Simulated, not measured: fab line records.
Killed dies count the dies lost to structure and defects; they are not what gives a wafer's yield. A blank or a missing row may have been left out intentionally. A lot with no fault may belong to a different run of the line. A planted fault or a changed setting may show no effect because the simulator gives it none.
Comparing a struck lot with a sound one + flow rit-cmos + 15 steps out of a route of 202
Sound: wafers L502.1, L502.2, L502.5. Struck: wafers L507.2, L507.4, L507.6. Last of all comes the cause.
Order at every step that has rows: each side's tool, ch and its chambers, its first start. Under that, the readings that differ: sound wafers + struck wafers + difference of the means + sigmas: that difference in standard deviations of wafers without a fault.
alike: readings with means less than 2 such deviations apart, plus words and numbers identical on both sides. not compared: withheld readings, readings lacking a value on some wafer, bounds such as >300 that could conceal the same value, and numbers that have no deviation in the record and whose values overlap.
The two part at a step that has a row with sigmas, a row that says differs or no value, or rows on one side only. Non-overlapping numbers with no deviation appear without sigmas and do not part them. A reading that every wafer of one side lacks parts them only if that side has two wafers or more.

RIT_GATE_THK_MEAS_07:
  struck on film-metro-04, day 5 19:11; sound on film-metro-02, day 4 21:15
  alike: GATE_OXIDE_THK
then, 1 step without rows for these wafers: RIT_GATE_CVD_08 (deposits poly-Si from SiH4, target thk 250 nm, time 2220 s).
RIT_GATE_THK_MEAS_09:
  struck on film-metro-04, day 5 20:52; sound on film-metro-04, day 5 00:19
  alike: GATE_POLY_THK
then, 6 steps without rows for these wafers: RIT_GATE_HMDS_10 (prime time 60 s); RIT_GATE_COAT_11 (resist thk 850 nm); RIT_GATE_SOFTBAKE_12 (time 60 s); RIT_GATE_EXPOSE_13 (exposes mask M6, target cd 150 nm); RIT_GATE_PEB_14; RIT_GATE_DEVELOP_15 (develop time 50 s).
RIT_GATE_CD_MEAS_16: target cd 150 nm.
  struck on cd-sem-02, day 5 22:01; sound on cd-sem-01, day 5 01:23
  alike: cd-nm
RIT_GATE_OVL_MEAS_17:
  struck on overlay-02, day 5 22:07; sound on overlay-01, day 5 01:30
  alike: GATE_OVL
then, 1 step without rows for these wafers: RIT_GATE_HARDBAKE_18 (time 60 s).
RIT_GATE_ETCH_19: etches poly-Si in SF6/CHF3/O2, stops on SiO2, time 165 s, target depth 312.5 nm.
  sound on rie-si-01 ch 2,3, day 5 01:41; struck on rie-si-02 ch 1,2, day 5 22:20
| reading                                   | sound             | struck            | difference | sigmas |
|-------------------------------------------|-------------------|-------------------|------------|--------|
| oes-product-au (a.u.)                     | 0.876 0.834 0.835 | 0.665 0.656 0.659 | -0.188     | -14    |
| model.etch.depth-nm (nm)                  | 248.9 249.4 249.7 | 176.5 171.5 172.5 | -75.8      |        |
| model.GATE.feature-depth-nm (nm)          | 248.9 249.4 249.7 | 176.5 171.5 172.5 | -75.8      |        |
| model.NOVOLAK_of_GATE_COAT_11.thk-nm (nm) | 672.2 671.7 668.3 | 706.6 705.4 707.3 | +35.7      |        |
  alike: drypump-motor-current-A, throttle-valve-pct
  not compared: rf-hours-counter-h
RIT_GATE_STRIP_20: strips in O2, time 180 s.
  sound on plasma-asher-03 ch 0,1, day 5 01:47; struck on plasma-asher-04 ch 0,1, day 5 22:26
  alike: drypump-motor-current-A
  not compared: rf-hours-counter-h
RIT_M1_PROBE_99:
  struck on prober-02, day 6 18:53; sound on prober-01, day 5 22:02
| reading             | sound | struck                                                               | difference                   | sigmas |
|---------------------|-------|----------------------------------------------------------------------|------------------------------|--------|
| hold                | - - - | await-dispo/3.2h/scrap await-dispo/3.2h/scrap await-dispo/3.2h/scrap | no value on the sound wafers |        |
| killed-at-front-end | 4 7 3 | 264 264 264                                                          | +259                         | +89    |
| killed-dies         | 4 7 3 | 264 264 264                                                          | +259                         | +89    |
| killed-on-rim       | 0 0 2 | 70 70 70                                                             | +69                          | +50    |
  alike: killed-at-contacts, killed-open, killed-short

WHERE THEY PART
Last at RIT_M1_PROBE_99 as far as this record goes, first at RIT_GATE_ETCH_19.

WHY: what the simulator had put in
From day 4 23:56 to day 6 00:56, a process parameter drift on rie-si-02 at RIT_GATE_ETCH_19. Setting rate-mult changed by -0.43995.
